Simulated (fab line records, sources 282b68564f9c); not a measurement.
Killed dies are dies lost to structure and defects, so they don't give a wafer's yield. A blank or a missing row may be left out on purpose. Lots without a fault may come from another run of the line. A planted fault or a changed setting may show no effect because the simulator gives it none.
Split-lot experiment | flow rit_cmos | 5 lots, 23 wafers read, on a route of 202 steps

THE SPLIT
At RIT_NLDD_SOFTBAKE_02 (time 60 s), the setting temp_c was moved away from the recipe's 90 C on 10 of the 23 wafers read, by -3.4% to +3.2%. The other wafers ran this setting at the recipe's value.

FROM THE SPLIT TO THE READING: what the file shows between them, 2 steps
- RIT_NLDD_EXPOSE_03: exposes mask M7, target cd 40700 nm
- RIT_NLDD_PEB_04

THE READING
NOVOLAK_of_NLDD_COAT_01.thk_nm (the simulator's own value, which no gauge read), in nm, at RIT_NLDD_DEVELOP_05 (develop time 50 s). The file gives no usual value for it. The 13 wafers here that ran the recipe average 1000.3 nm, standard deviation 1.4 nm.

wafer  | tool, chamber at the split | temp_c as run, C | against the recipe | NOVOLAK_of_NLDD_COAT_01.thk_nm, nm | against lot-mates on the recipe
L076.3 | litho_track-02, 0          | 90               | recipe             | 998.8                              | -
L076.4 | litho_track-02, 0          | 90               | recipe             | 1002                               | -
L076.6 | litho_track-02, 0          | 90               | recipe             | 997.9                              | -
L080.2 | litho_track-04, 0          | 90               | recipe             | 1001                               | -
L080.4 | litho_track-04, 0          | 90               | recipe             | 1001                               | -
L080.3 | litho_track-04, 0          | 86.95            | -3.4%              | 1010                               | +8.7
L080.5 | litho_track-04, 0          | 90               | recipe             | 1002                               | -
L080.6 | litho_track-04, 0          | 86.95            | -3.4%              | 1011                               | +9.7
L082.1 | litho_track-03, 0          | 92.92            | +3.2%              | 992.1                              | -8.9
L082.2 | litho_track-03, 0          | 90               | recipe             | 999.9                              | -
L082.3 | litho_track-03, 0          | 90               | recipe             | 1000                               | -
L082.4 | litho_track-03, 0          | 92.92            | +3.2%              | 992.4                              | -8.6
L082.6 | litho_track-03, 0          | 90               | recipe             | 1003                               | -
L083.1 | litho_track-02, 0          | 90               | recipe             | 1000                               | -
L083.2 | litho_track-02, 0          | 86.96            | -3.4%              | 1009                               | +9.4
L083.4 | litho_track-02, 0          | 86.96            | -3.4%              | 1008                               | +8.4
L083.5 | litho_track-02, 0          | 90               | recipe             | 999.3                              | -
L083.6 | litho_track-02, 0          | 86.96            | -3.4%              | 1005                               | +5.4
L084.2 | litho_track-02, 0          | 92.5             | +2.8%              | 993.5                              | -6.2
L084.3 | litho_track-02, 0          | 92.5             | +2.8%              | 996.6                              | -3.1
L084.4 | litho_track-02, 0          | 90               | recipe             | 999.7                              | -
L084.6 | litho_track-02, 0          | 90               | recipe             | 999.7                              | -
L084.5 | litho_track-02, 0          | 92.5             | +2.8%              | 992.9                              | -6.8

THE FIT
A straight line over all 23 wafers: NOVOLAK_of_NLDD_COAT_01.thk_nm changes by -2.39 nm for each +1% of temp_c; r = -0.96; the points scatter about the line by 1.6 nm.
The same after taking each lot's own level away (the mean of its wafers on the recipe; 23 wafers): -2.38 nm for each +1%; r = -0.96; scatter 1.4 nm.
On that fit, the largest move of temp_c shifts the reading by 8.1 nm.
The lots' own levels span 999.57 to 1001.33 nm, that is 1.3 times the standard deviation above.
So the lot-to-lot level changes the slope little: the two slopes agree.
Check: with one of the wafers moved furthest among these (-3.4%) left out of the fit, the line predicts +8.09 nm for it against its lot-mates. It came out at +8.67 nm against them.

OTHER SPLITS ON THESE WAFERS
These wafers also went through other splits before the reading. Each is held against what the fit with the lots' levels taken away leaves over:
other split on the same wafers    | wafers away from the commonest value | r with NOVOLAK_of_NLDD_COAT_01.thk_nm (lot level and that fit taken away)
RIT_ACTIVE_OXIDATION_01 ox_time_s | 18                                   | +0.11
RIT_ACTIVE_COAT_06 resist_thk_nm  | 8                                    | -0.09
RIT_ACTIVE_DEVELOP_10 dev_temp_c  | 5                                    | +0.25
RIT_NRETRO_COAT_01 resist_thk_nm  | 7                                    | +0.02
RIT_GATE_CVD_08 pressure_mtorr    | 18                                   | -0.17
RIT_GATE_EXPOSE_13 dose_mj        | 9                                    | +0.23
RIT_REOX_OXIDATION_03 ox_time_s   | 18                                   | -0.07

THE FILE'S OWN FIT
NOVOLAK_of_NLDD_COAT_01.thk_nm changes by -2.47 nm for each +1% of temp_c, r = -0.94.
